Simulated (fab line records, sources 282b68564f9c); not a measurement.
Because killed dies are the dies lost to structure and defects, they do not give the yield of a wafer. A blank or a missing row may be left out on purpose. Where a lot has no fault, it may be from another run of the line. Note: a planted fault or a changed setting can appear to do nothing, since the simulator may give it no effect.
fab line records    flow rit_cmos
[record] lots = 15  wafers = 45  last_day = 8
route steps=202 shown ACTIVE@3 REOX@102 NSD@132 PSD@157 M1@202
lots untouched by any fault: they come from a run of this same line in which no faults occurred
start_h: hours from the record's first day to the start of the lot's first wafer shown    wait_h: hours since the lot's step before    " as in the row above    L1.1+2: one row covering several wafers at once    - either no value or no given start    * or withheld: withheld    < > ~ a bound
route shown NAME@n: names a module that has steps shown in the file, with the first one's number in the route    usual: average and standard deviation across the fault-free wafers    same: alike in all rows    chamber/n: place in a boat    sites: each site's reading    _std_site: how widely they spread, as a standard deviation    _edge_site: inner sites' mean taken away from outer sites' mean    radius_mm: how far each site lies from the wafer's centre    mask NAME#n: copy n    behind: tool/chamber where the wafer was last shaped    hold: reason for holding the lot/hours on hold/outcome of the hold    device: transistor that didn't switch, given as n, p or np    end of line: the route-end tests of the same wafers    step lacking rows: just its recipe    killed: not the wafer's yield, but the dies lost to structure and defects at the first sort    map: a wafer's dies, marking killed ones x, the rest . and places with no die _
set.NAME: the setting the step ran with; set.NAME@STEP: the setting that earlier step ran with    model.NAME: the simulator's own value behind a step, which no gauge read
steps of the route over a sample of lots; a table a step, a row a wafer
[[steps]]
[step RIT_ACTIVE_THK_MEAS_02]
[recipe] reads = SiO2_of_ACTIVE_OXIDATION_01
[usual] ACTIVE_OXIDE_THK = 46.2/0.95
lot.wafer  tool           chamber  start_h  wait_h  ACTIVE_OXIDE_THK[nm]
L335.1     film_metro-01  -        17.05    0.0     47.7
L335.2     "              -        "        "       48.5
L335.4     "              -        "        "       47.6
L337.2     film_metro-02  -        28.85    0.0     45.2
L337.3     "              -        "        "       45.1
L337.5     "              -        "        "       45.5
L339.4     film_metro-01  -        40.99    0.0     47.6
L339.5     "              -        "        "       48.5
L339.6     "              -        "        "       47.6
L340.1     film_metro-02  -        43.49    0.0     47.9
L340.4     "              -        "        "       46.7
L340.6     "              -        "        "       47.9
L341.3     film_metro-01  -        48.99    0.0     46.6
L341.5     "              -        "        "       45.9
L341.6     "              -        "        "       45.8
L342.3     film_metro-02  -        53.16    0.0     47.0
L342.5     "              -        "        "       47.2
L342.6     "              -        "        "       46.9
L343.1     film_metro-02  -        58.53    0.0     47.0
L343.2     "              -        "        "       46.6
L343.4     "              -        "        "       45.8
L344.1     film_metro-02  -        64.50    0.0     47.6
L344.2     "              -        "        "       46.9
L344.5     "              -        "        "       47.4
L345.1     film_metro-02  -        68.93    0.0     45.9
L345.4     "              -        "        "       46.2
L345.6     "              -        "        "       46.3
L346.3     film_metro-02  -        72.21    0.0     45.9
L346.4     "              -        "        "       45.1
L346.5     "              -        "        "       46.0
L349.1     film_metro-02  -        88.33    0.0     45.6
L349.2     "              -        "        "       46.3
L349.3     "              -        "        "       46.0
L354.3     film_metro-01  -        113.30   0.0     43.7
L354.4     "              -        "        "       44.2
L354.6     "              -        "        "       43.9
L355.1     film_metro-02  -        117.05   0.0     46.5
L355.5     "              -        "        "       47.3
L355.6     "              -        "        "       46.2
L356.3     film_metro-01  -        123.75   0.0     46.8
L356.4     "              -        "        "       46.3
L356.6     "              -        "        "       46.1
L357.2     film_metro-01  -        127.67   0.0     44.8
L357.4     "              -        "        "       45.4
L357.5     "              -        "        "       45.4
[step RIT_REOX_THK_MEAS_04]
[recipe] reads = SiO2_of_REOX_OXIDATION_03
[usual] REOX_OXIDE_THK = 25.1/0.58
lot.wafer  tool           chamber  start_h  wait_h  REOX_OXIDE_THK[nm]
L335.1     film_metro-04  -        55.82    0.0     25.3
L335.2     "              -        "        "       25.4
L335.4     "              -        "        "       25.3
L337.2     film_metro-02  -        67.00    0.0     25.3
L337.3     "              -        "        "       25.6
L337.5     "              -        "        "       25.4
L339.4     film_metro-04  -        76.31    0.0     25.4
L339.5     "              -        "        "       25.5
L339.6     "              -        "        "       24.8
L340.1     film_metro-04  -        79.75    0.0     25.1
L340.4     "              -        "        "       24.9
L340.6     "              -        "        "       25.1
L341.3     film_metro-02  -        87.12    0.0     24.8
L341.5     "              -        "        "       25.0
L341.6     "              -        "        "       24.6
L342.3     film_metro-04  -        87.12    0.0     25.0
L342.5     "              -        "        "       24.6
L342.6     "              -        "        "       25.2
L343.1     film_metro-04  -        92.95    0.0     25.7
L343.2     "              -        "        "       25.4
L343.4     "              -        "        "       25.2
L344.1     film_metro-04  -        96.93    0.0     25.5
L344.2     "              -        "        "       25.6
L344.5     "              -        "        "       25.3
L345.1     film_metro-04  -        101.87   0.0     25.2
L345.4     "              -        "        "       25.2
L345.6     "              -        "        "       25.3
L346.3     film_metro-04  -        105.86   0.0     25.8
L346.4     "              -        "        "       25.7
L346.5     "              -        "        "       25.8
L349.1     film_metro-04  -        121.79   0.0     24.9
L349.2     "              -        "        "       24.4
L349.3     "              -        "        "       24.3
L354.3     film_metro-04  -        144.80   0.0     24.3
L354.4     "              -        "        "       24.1
L354.6     "              -        "        "       23.6
L355.1     film_metro-04  -        152.17   0.0     24.3
L355.5     "              -        "        "       24.5
L355.6     "              -        "        "       24.6
L356.3     film_metro-02  -        158.98   0.0     24.7
L356.4     "              -        "        "       24.5
L356.6     "              -        "        "       24.7
L357.2     film_metro-02  -        165.79   0.0     25.7
L357.4     "              -        "        "       25.5
L357.5     "              -        "        "       25.3
[step RIT_NSD_COAT_01]
[recipe] resist = NOVOLAK  spin_rpm = 3250  resist_thk_nm = 1000
[usual] spin_speed_rpm = 3249.8/2.2
lot.wafer  tool            chamber  start_h  wait_h  spin_speed_rpm
L335.1     litho_track-03  0        61.68    0.1     3253.4
L335.2     "               0        "        "       3254.1
L335.4     "               0        "        "       3250.4
L337.2     litho_track-03  0        72.71    0.1     3252.7
L337.3     "               0        "        "       3252.5
L337.5     "               0        "        "       3252.1
L339.4     litho_track-03  0        82.04    0.1     3249.3
L339.5     "               0        "        "       3249.1
L339.6     "               0        "        "       3247.0
L340.1     litho_track-02  0        85.77    0.1     3251.5
L340.4     "               0        "        "       3249.3
L340.6     "               0        "        "       3251.2
L341.3     litho_track-04  0        93.45    0.1     3245.9
L341.5     "               0        "        "       3247.7
L341.6     "               0        "        "       3248.8
L342.3     litho_track-04  0        94.49    0.1     3248.4
L342.5     "               0        "        "       3249.2
L342.6     "               0        "        "       3251.2
L343.1     litho_track-04  0        98.99    0.1     3084.2
L343.2     "               0        "        "       3087.7
L343.4     "               0        "        "       3083.3
L344.1     litho_track-02  0        102.83   0.1     3250.7
L344.2     "               0        "        "       3248.6
L344.5     "               0        "        "       3248.8
L345.1     litho_track-04  0        107.62   0.1     3084.9
L345.4     "               0        "        "       3083.5
L345.6     "               0        "        "       3086.8
L346.3     litho_track-04  0        111.66   0.1     3085.2
L346.4     "               0        "        "       3086.6
L346.5     "               0        "        "       3084.6
L349.1     litho_track-03  0        129.15   0.1     3247.2
L349.2     "               0        "        "       3250.8
L349.3     "               0        "        "       3247.3
L354.3     litho_track-03  0        150.61   0.1     3244.7
L354.4     "               0        "        "       3247.4
L354.6     "               0        "        "       3248.4
L355.1     litho_track-02  0        157.71   0.1     3248.7
L355.5     "               0        "        "       3250.4
L355.6     "               0        "        "       3252.3
L356.3     litho_track-03  0        164.55   0.1     3248.6
L356.4     "               0        "        "       3246.7
L356.6     "               0        "        "       3248.8
L357.2     litho_track-02  0        171.67   0.1     3249.3
L357.4     "               0        "        "       3252.8
L357.5     "               0        "        "       3248.1
[step RIT_SDANNEAL_RS_MEAS_04]
[recipe] thk_meas_gauge = four-point-probe
[usual] PSD_RS = 115.93/0.28
lot.wafer  tool           chamber  start_h  wait_h  PSD_RS[ohm/sq]
L335.1     film_metro-01  -        65.10    0.0     115.91
L335.2     "              -        "        "       115.59
L335.4     "              -        "        "       116.00
L337.2     film_metro-02  -        76.28    0.1     116.05
L337.3     "              -        "        "       116.11
L337.5     "              -        "        "       116.10
L339.4     film_metro-02  -        85.39    0.1     115.86
L339.5     "              -        "        "       115.77
L339.6     "              -        "        "       115.93
L340.1     film_metro-01  -        89.45    0.1     115.47
L340.4     "              -        "        "       115.39
L340.6     "              -        "        "       115.83
L341.3     film_metro-01  -        96.70    0.1     115.47
L341.5     "              -        "        "       115.56
L341.6     "              -        "        "       115.43
L342.3     film_metro-01  -        97.72    0.1     115.64
L342.5     "              -        "        "       116.01
L342.6     "              -        "        "       115.95
L343.1     film_metro-01  -        102.19   0.0     115.80
L343.2     "              -        "        "       115.48
L343.4     "              -        "        "       115.89
L344.1     film_metro-02  -        106.32   0.0     115.32
L344.2     "              -        "        "       115.95
L344.5     "              -        "        "       116.03
L345.1     film_metro-01  -        111.06   0.0     116.15
L345.4     "              -        "        "       115.72
L345.6     "              -        "        "       116.12
L346.3     film_metro-01  -        115.28   0.1     115.32
L346.4     "              -        "        "       115.80
L346.5     "              -        "        "       115.50
L349.1     film_metro-02  -        132.55   0.0     116.24
L349.2     "              -        "        "       115.61
L349.3     "              -        "        "       115.89
L354.3     film_metro-02  -        154.00   0.1     115.86
L354.4     "              -        "        "       115.51
L354.6     "              -        "        "       115.78
L355.1     film_metro-02  -        161.11   0.0     116.06
L355.5     "              -        "        "       116.24
L355.6     "              -        "        "       116.16
L356.3     film_metro-02  -        167.83   0.1     116.33
L356.4     "              -        "        "       116.26
L356.6     "              -        "        "       116.11
L357.2     film_metro-01  -        174.95   0.1     115.63
L357.4     "              -        "        "       115.62
L357.5     "              -        "        "       115.63
[step RIT_M1_PROBE_99]
[usual] killed_at_front_end = 7/3.1  killed_dies = 7/3.1  killed_open = 3.3/2  killed_short = 3.5/1.9
[same] gross_dies = 264  killed_at_M0_to_M3 = 0  killed_at_M4_up = 0  killed_at_back_side = 0  killed_at_contacts = 0  killed_at_other = 0
lot.wafer  tool       chamber  start_h  wait_h  killed_at_front_end  killed_dies  killed_open  killed_short
L340.1     prober-02  -        96.97    0.1     5                    5            4            1
L340.4     prober-02  -        97.12    0.2     9                    9            4            5
L340.6     prober-02  -        97.22    0.2     10                   10           4            6
L342.3     prober-02  -        105.80   0.2     7                    7            5            2
L342.5     prober-02  -        105.90   0.2     7                    7            4            3
L342.6     prober-02  -        105.95   0.2     5                    5            0            5
L344.1     prober-02  -        113.71   0.1     6                    6            2            2
L344.2     prober-02  -        113.76   0.1     5                    5            2            3
L344.5     prober-02  -        113.91   0.2     5                    5            3            2
L345.1     prober-01  -        118.53   0.1     4                    4            0            4
L345.4     prober-01  -        118.68   0.2     8                    8            3            5
L345.6     prober-01  -        118.78   0.2     5                    5            2            3
L346.3     prober-02  -        122.85   0.2     4                    4            1            3
L346.4     prober-02  -        122.90   0.2     10                   10           2            8
L346.5     prober-02  -        122.95   0.2     12                   12           5            7
L349.1     prober-01  -        140.08   0.1     10                   10           5            5
L349.2     prober-01  -        140.13   0.1     11                   11           5            6
L349.3     prober-01  -        140.18   0.2     7                    7            3            3
// killed by level:class
L340.1 GATE:geometric_particle:open=2 SILICIDE:geometric_particle:open=2 REOX:geometric_particle:short=1
L340.4 GATE:geometric_particle:open=2 SPACER:geometric_particle:open=2 FOX1:geometric_particle:short=1 FOX2:geometric_particle:short=1 GATE:geometric_particle:short=1 SPACER:geometric_particle:short=1 SILICIDE:geometric_particle:short=1
L340.6 SPACER:geometric_particle:short=2 FOX1:geometric_particle:open=1 FOX1:geometric_particle:short=1 GATE:geometric_particle:open=1 GATE:geometric_particle:short=1 REOX:geometric_particle:short=1 SPACER:geometric_particle:open=1 SILICIDE:geometric_particle:short=1
L342.3 GATE:geometric_particle:open=3 FOX1:geometric_particle:open=1 REOX:geometric_particle:open=1 SPACER:geometric_particle:short=1 SILICIDE:geometric_particle:short=1
L342.5 REOX:geometric_particle:open=3 GATE:geometric_particle:short=1 REOX:geometric_particle:short=1 SILICIDE:geometric_particle:short=1 SILICIDE:geometric_particle:open=1
L342.6 REOX:geometric_particle:short=3 GATE:geometric_particle:short=2
L344.1 GATE:geometric_particle:short=1 GATE:geometric_particle:open=1 SPACER:geometric_particle:short=1 SPACER:geometric_particle:open=1 PWELL:coat_microbubble_printed=1 NRETRO:coat_microbubble_printed=1
L344.2 GATE:geometric_particle:open=2 FOX1:geometric_particle:short=1 REOX:geometric_particle:short=1 SILICIDE:geometric_particle:short=1
L344.5 GATE:geometric_particle:open=2 GATE:geometric_particle:short=2 REOX:geometric_particle:open=1
L345.1 GATE:geometric_particle:short=2 REOX:geometric_particle:short=1 SILICIDE:geometric_particle:short=1
L345.4 FOX2:geometric_particle:open=2 FOX1:geometric_particle:short=1 FOX2:geometric_particle:short=1 GATE:geometric_particle:open=1 GATE:geometric_particle:short=1 SPACER:geometric_particle:short=1 SILICIDE:geometric_particle:short=1
L345.6 FOX1:geometric_particle:short=1 GATE:geometric_particle:short=1 GATE:geometric_particle:open=1 SILICIDE:geometric_particle:open=1 SILICIDE:geometric_particle:short=1
L346.3 SILICIDE:geometric_particle:short=2 FOX1:geometric_particle:short=1 SPACER:geometric_particle:open=1
L346.4 GATE:geometric_particle:short=3 SILICIDE:geometric_particle:short=2 ACTIVE:geometric_particle:short=1 FOX1:geometric_particle:short=1 FOX2:geometric_particle:open=1 REOX:geometric_particle:open=1 REOX:geometric_particle:short=1
L346.5 REOX:geometric_particle:short=6 GATE:geometric_particle:open=3 ACTIVE:geometric_particle:open=1 FOX2:geometric_particle:open=1 GATE:geometric_particle:short=1
L349.1 GATE:geometric_particle:open=3 REOX:geometric_particle:short=3 FOX1:geometric_particle:short=1 FOX2:geometric_particle:open=1 GATE:geometric_particle:short=1 SPACER:geometric_particle:open=1
L349.2 GATE:geometric_particle:short=4 GATE:geometric_particle:open=2 REOX:geometric_particle:open=2 REOX:geometric_particle:short=1 SPACER:geometric_particle:short=1 SPACER:geometric_particle:open=1
L349.3 GATE:geometric_particle:open=3 SILICIDE:geometric_particle:short=2 GATE:geometric_particle:short=1 PLDD:coat_microbubble_printed=1
[[key]]
[first_sign] step = RIT_NSD_COAT_01  reading = spin_speed_rpm  direction = down  sigmas = 76  usual = 3249.8  struck = 3085.2
effect none on later readings
met_at RIT_NSD_COAT_01
struck_lots L343,L345,L346
tester_left_out L343,L345,L346
not_acting_at RIT_ACTIVE_THK_MEAS_02,RIT_REOX_THK_MEAS_04,RIT_SDANNEAL_RS_MEAS_04
onset_between 94.49 98.99
[fault] kind = process_parameter_drift  tool = litho_track-04  chamber = -  onset_h = 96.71  steps = RIT_NSD_COAT_01  channel = spin_rpm  offset = -165.71  shape = step  end_h = 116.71  acts_in = these_recipes_only  stated = 3250
// tester_left_out: of these lots the tester's yield and bins aren't shown, on N5 and GAA mostly nor the transistor test; their killed dies are dies lost to structure and defects alone, not to doping, threshold or leakage, so they don't give the yield
